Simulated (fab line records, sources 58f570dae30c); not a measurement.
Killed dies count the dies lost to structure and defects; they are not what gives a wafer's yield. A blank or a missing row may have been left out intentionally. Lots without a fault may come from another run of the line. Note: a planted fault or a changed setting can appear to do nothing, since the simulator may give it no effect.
Comparing a struck lot with a sound one | flow berkeley cmos170 | 14 steps out of a route of 331
Sound: wafers L924.1, L924.2, L924.4. Wafers L936.2, L936.4, L936.5 were the ones struck. At the end, the cause is stated.
Each step with rows lists, per side, the tool, then ch with its chambers, then its first start. Under that, the readings that differ: sound wafers | struck wafers | difference of the means | sigmas: that difference in standard deviations of wafers without a fault.
alike: readings with means less than 2 such deviations apart, plus words and numbers identical on both sides. not compared: withheld readings, readings lacking a value on some wafer, bounds such as >300 that could conceal the same value, and numbers that have no deviation in the record and whose values overlap.
Wherever a step has rows on one side only, a row that says differs or no value, or a row with sigmas, the two part there. When numbers do not overlap yet have no deviation, they are printed without sigmas and do not part them. Lack of a reading on every wafer of one side parts them only where that side has two or more wafers.

UCB170_BACKSIDE_STRIP_03: strips in O2.
  sound on plasma asher-04 ch 0,1, day 7 09:16; struck on plasma asher-01 ch 0,1, day 9 16:36
  alike: drypump motor current A, oes product au, strip time to endpoint s
  not compared: rf hours counter h
then, 1 step without rows for these wafers: UCB170_BACKSIDE_CLEAN_04 (cleans in SPM, time 600 s).
UCB170_SDANNEAL_RTA_00: time 10 s.
  sound on rtp anneal-02 ch 0, day 7 11:09; struck on rtp anneal-02 ch 0, day 9 16:53
  alike: anneal temp c max, chamber o2 ppm, lamp power pct, wafer_temp_C_max
UCB170_SDANNEAL_RTA_01: time 5 s.
  sound on rtp anneal-02 ch 0, day 7 11:17; struck on rtp anneal-02 ch 0, day 9 16:57
  alike: anneal temp c max, chamber o2 ppm, lamp power pct, wafer_temp_C_max
UCB170_SDANNEAL_RS_MEAS_02: measurement is done with a four-point probe.
  sound on film metro-01 at day 7 11:40; struck on film metro-01 at day 9 17:01
  alike: PSD_RS
UCB170_SDANNEAL_RS_MEAS_03: measurement is done with a four-point probe.
  sound on film metro-01 at day 7 11:47; struck on film metro-01 at day 9 17:08
  alike: NSD_RS
UCB170_SDANNEAL_RS_MEAS_04: measurement is done with a four-point probe.
  sound on film metro-01 at day 7 11:55; struck on film metro-01 at day 9 17:16
  alike: PLDD_RS
UCB170_SDANNEAL_RS_MEAS_05: measurement is done with a four-point probe.
  sound on film metro-01 at day 7 12:02; struck on film metro-01 at day 9 17:23
  alike: NLDD_RS
then, 1 step without rows for these wafers: UCB170_SILICIDE_PRE_CLEAN_00 (preclean etch time 60 s).
UCB170_SILICIDE_SPUTTER_01: material Ti, target thk 30 nm, time 25 s.
  sound on pvd sputter-04 at day 7 12:13; struck on pvd sputter-04 at day 9 17:33
  alike: throttle valve pct
UCB170_SILICIDE_RS_MEAS_02: measurement is done with a four-point probe.
  sound on film metro-01 at day 7 12:15; struck on film metro-03 at day 9 17:36
  reading                 | sound          | struck         | difference | sigmas
  SILICIDE_TI_RS (ohm/sq) | 26.0 26.8 26.6 | 25.8 25.4 25.6 | -0.9       | -2
UCB170_SILICIDE_THK_MEAS_03: measures by xrf.
  sound on film metro-01 at day 7 12:22; struck on film metro-03 at day 9 17:43
  alike: SILICIDE_TI_THK
UCB170_SILICIDE_RTA_04: time 15 s.
  struck on rtp anneal-01, day 9 17:46; sound on rtp anneal-02 ch 0, day 7 12:26
  no value came back on the struck wafers for anneal temp c max, chamber o2 ppm, lamp power pct (%), wafer_temp_C_max; on the sound wafers anneal temp c max reads 652.1 653.2 652.8
then, 1 step without rows for these wafers: UCB170_SILICIDE_WET_ETCH_05 (etches Ti in SPM, time 45 s).

## WHERE THEY PART
First at UCB170_SILICIDE_RS_MEAS_02; last, within this record, at UCB170_SILICIDE_RTA_04.

WHY: whatever the simulator had introduced
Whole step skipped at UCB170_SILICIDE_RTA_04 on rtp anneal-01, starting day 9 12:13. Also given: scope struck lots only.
